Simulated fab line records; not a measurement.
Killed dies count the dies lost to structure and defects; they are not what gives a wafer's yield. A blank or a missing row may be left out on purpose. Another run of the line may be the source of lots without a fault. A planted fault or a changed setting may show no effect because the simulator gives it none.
2 desks, one fault -- flow berkeley-cmos170 -- each desk has only its own numbers; what lay behind them comes last

AT THE METROLOGY DESK
Lot by lot, what the gauges showed, no matter which tool ran the lot: averages of those sampled wafers that carry a number. The brackets show how far a lot's mean lies from the usual mean; more than 4 standard deviations puts the lot out of limits, marked OUT.
Columns: A = NLDD_TW at UCB170_NLDD_TW_MEAS_11, usual 2222
lot,first seen here,A
L773,day 6 20:10,2212
L775,day 8 00:35,2176
L778,day 8 01:01,2222
L776,day 8 01:34,2182
L777,day 8 02:07,2180
L779,day 8 22:35,2224
L780,day 8 23:02,2221
L781,day 9 05:53,2193
L783,day 9 06:10,2237
L789,day 10 08:12,2241
L788,day 10 09:04,2123 (-4.1) OUT
L786,day 10 10:11,2131
L794,day 11 13:10,2245
L793,day 11 13:23,2246
Finding of this desk: L788 out of limits, first seen on L788 at day 10 09:04 (NLDD_TW at UCB170_NLDD_TW_MEAS_11). Within limits: L773, L775, L778, L776, L777, L779, L780, L781, L783, L789, L786, L794, L793.

TOOL OWNER'S DESK, implanter-04
For each lot that ran on this tool, the mean over its sampled wafers that have a number, from the tool's own readings at UCB170_NLDD_IMPLANT_09. The brackets show how far a lot's mean lies from the usual mean; more than 4 standard deviations puts the lot out of limits, marked OUT.
Columns: A = beam-energy-keV at UCB170_NLDD_IMPLANT_09, usual 29.997; B = dose-ions-cm2 at UCB170_NLDD_IMPLANT_09, usual 5e+13
lot,first seen here,A,B
L783,day 9 05:56,29.996,5e+13
L788,day 10 08:50,19.494 (-99 or more) OUT,5e+13
L786,day 10 09:56,19.484 (-99 or more) OUT,5e+13
This desk's finding: out of limits on L786, L788; first on L788, day 10 08:50 (beam-energy-keV at UCB170_NLDD_IMPLANT_09). Within limits: L783.

BROUGHT TOGETHER
The tool owner's desk could have raised an alarm at day 10 08:50, on L786, L788.
At day 10 09:04 the metrology desk could have sounded an alarm, on L788.
The metrology desk holds a record of L786, inside its limits.
Of the lots named, all ran UCB170_NLDD_IMPLANT_09 on implanter-04.

WHAT THE SIMULATOR PUT IN
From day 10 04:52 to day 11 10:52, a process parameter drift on implanter-04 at UCB170_NLDD_IMPLANT_09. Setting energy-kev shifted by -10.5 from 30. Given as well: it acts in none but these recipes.
Shown lots that were struck: L786, L788.
Delay (hours) between the fault's onset and each desk's first out-of-limits reading: 4 at the tool owner's desk, 4 at the metrology desk.
